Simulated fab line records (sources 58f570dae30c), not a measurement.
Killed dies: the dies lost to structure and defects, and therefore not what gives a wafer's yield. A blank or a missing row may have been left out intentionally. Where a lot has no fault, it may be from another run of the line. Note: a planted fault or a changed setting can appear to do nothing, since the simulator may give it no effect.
8D (eight disciplines) problem report, filled in by code | flow berkeley cmos170 | the parts of the form that need people (team, actions taken, sign-off) are left out

## 1. WHAT WENT WRONG
Mean SCREENOX_OXIDE_THK at UCB170_SCREENOX_THK_MEAS_02: 19.63 nm over 9 wafers in 3 lots; fault-free wafers: 14.32 nm, standard deviation 0.27. That puts it +20 standard deviations away from the usual mean.
The first sign was on wafer L877.1 at day 8 04:31, on film metro-02. At this step, 45 wafers from 15 lots have a number in the record. By rule, "out" or "out of limits" means more than 4 standard deviations away from the usual mean. The other wafers with a number count as sound.

## 2. WHAT IT IS AND WHAT IT IS NOT
question                    | is                           | is not
which readings at this step | SCREENOX_OXIDE_THK           | -
which lots                  | L875, L876, L877             | L866, L867, L868, L870, L871, L873, L874, L884, L885, L886, L887, L888
which wafers of those lots  | all that have a number       | -
read on which gauges        | film metro-02, film metro-03 | film metro-01
when                        | from day 8 04:31             | up to then (21 sound wafers); but 15 sound wafers of L884, L885, L886, L887, L888 came after

## 3. SUSPECTS, AND WHAT RULES EACH OUT
Counting: a tool at a process step up to the reading stays a suspect if it ran every lot that is out and no sound lot after the first of them.
- ruled out: the gauge at UCB170_SCREENOX_THK_MEAS_02. 2 gauges (film metro-02, film metro-03) read the wafers that are out.
- furnace-01 at UCB170_SCREENOX_OXIDATION_01 (target thk 14.4 nm, ox time 2400 s): kept. All lots that are out passed through it, beginning with L875 at day 8 02:50, and no sound lot followed; its final sound lot before that point was L871 at day 7 15:19. Its own spike tc centre C, spike tc load C, spike tc source C, tube center temp C, tube_center_temp_C_max readings are out on those wafers.
Left after counting: furnace-01 at UCB170_SCREENOX_OXIDATION_01.

## 4. THE CAUSE (what the simulator had put in)
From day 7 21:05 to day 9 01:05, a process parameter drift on furnace-01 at UCB170_SCREENOX_OXIDATION_01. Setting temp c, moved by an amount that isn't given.
The count eliminated every tool but this one.

## 5. THE CHAIN OF EFFECTS, in route order
One row per reading whose mean, taken over the struck wafers that have a number, lies over 3 standard deviations from the usual. Only readings whose record carries a usual standard deviation are examined. hours: median over the lots of the time between each lot's start at the first step of this table that gives one and its start at this step. sigmas: the change, counted in usual standard deviations.
hours | step                         | reading                | usual    | on struck wafers | change | sigmas
0     | UCB170_SCREENOX_OXIDATION_01 | spike tc centre C      | 903.4 C  | 936.3            | +32.9  | +33
0     | UCB170_SCREENOX_OXIDATION_01 | spike tc load C        | 927.0 C  | 962.4            | +35.4  | +15
0     | UCB170_SCREENOX_OXIDATION_01 | spike tc source C      | 924 C    | 957              | +33    | +9.3
0     | UCB170_SCREENOX_OXIDATION_01 | tube center temp C     | 900.01 C | 932.02           | +32.01 | +99 or more
0     | UCB170_SCREENOX_OXIDATION_01 | tube_center_temp_C_max | 902.3    | 934.3            | +32.0  | +97
0     | UCB170_SCREENOX_OXIDATION_01 | zone power load pct    | 24.7 %   | 28.8             | +4.1   | +3.7
2     | UCB170_SCREENOX_THK_MEAS_02  | SCREENOX_OXIDE_THK     | 14.32 nm | 19.63            | +5.31  | +20
Process steps it contains:
- UCB170_SCREENOX_OXIDATION_01: target thk 14.4 nm, ox time 2400 s.
At these later measuring or inspecting steps, every struck wafer for which the step has a row has a number for every such reading, and none has moved that far: UCB170_M3_CD_MEAS_90.

## 6. WHAT WOULD HAVE CAUGHT IT SOONER
Counted from the fault's start at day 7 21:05, it took 7 hours until the first out-of-limits reading at a measuring or inspecting step in this record, taken at day 8 04:31.
At UCB170_SCREENOX_OXIDATION_01, the tool's own readings (spike tc centre C, spike tc load C, spike tc source C, tube center temp C, tube_center_temp_C_max) were out on each struck wafer the step has a row for, so an alarm limit on them would have fired on the first such wafer.
Lots out: 3; all had begun UCB170_SCREENOX_OXIDATION_01 on furnace-01 by day 8 04:31. Holding the tool at that point would not have protected any of them.
